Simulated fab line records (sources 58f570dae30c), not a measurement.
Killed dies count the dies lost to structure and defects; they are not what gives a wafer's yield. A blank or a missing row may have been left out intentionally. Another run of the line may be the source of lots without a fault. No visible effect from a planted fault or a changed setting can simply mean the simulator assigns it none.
Chamber matching + flow berkeleyCmos170 + 4 sister chambers for UCB170_GATE_ETCH_15 on rieSi-01
The step etches poly-Si in HBr/Cl2, stops on SiO2, time 56.3 s, target depth 278.2 nm. 8 wafers are shown with their chamber, then 8 later ones without.

## WAFERS WITH THEIR CHAMBER
| wafer  | chamber | throttleValvePct (%) | drypumpMotorCurrentA (A) |
|--------|---------|----------------------|--------------------------|
| L409.4 | 1       | 26.36                | 6.1                      |
| L410.3 | 2       | 26.77                | 5.4                      |
| L414.4 | 2       | 26.76                | 5.3                      |
| L414.5 | 0       | 26.30                | 5.4                      |
| L415.2 | 3       | 26.89                | 5.8                      |
| L415.5 | 1       | 26.36                | 6.2                      |
| L415.6 | 0       | 26.28                | 5.4                      |
| L420.2 | 3       | 26.87                | 5.9                      |

## WAFERS WITH NO CHAMBER GIVEN
| wafer  | throttleValvePct (%) | drypumpMotorCurrentA (A) |
|--------|----------------------|--------------------------|
| L420.3 | 26.36                | 6.2                      |
| L420.6 | 26.37                | 6.2                      |
| L422.2 | 26.89                | 5.9                      |
| L422.5 | 26.88                | 5.8                      |
| L422.6 | 26.31                | 5.4                      |
| L429.1 | 26.29                | 5.4                      |
| L429.4 | 26.88                | 5.9                      |
| L429.5 | 26.36                | 6.2                      |

## EACH ONE'S CHAMBER
| wafer  | from the rows above | in truth |
|--------|---------------------|----------|
| L420.3 | 1                   | 1        |
| L420.6 | 1                   | 1        |
| L422.2 | 3                   | 3        |
| L422.5 | 3                   | 3        |
| L422.6 | 0                   | 0        |
| L429.1 | 0                   | 0        |
| L429.4 | 3                   | 3        |
| L429.5 | 1                   | 1        |
Correctly placed: 8 of 8. Can't be placed from these rows: 0. Placed wrongly: 0.
How it was worked out, from the rows above alone: a wafer's distance from a chamber is the root of the sum, over the readings, of the square of ((its reading less the chamber's mean) divided by the reading's scatter). The wafer belongs to the nearest chamber; if the next one is less than 2 further off, it can't be placed. Each chamber's mean is taken over the wafers shown for it. The scatter: the root of (the sum of the squares of (reading less its chamber's mean) over the shown wafers, divided by (wafers less chambers)).
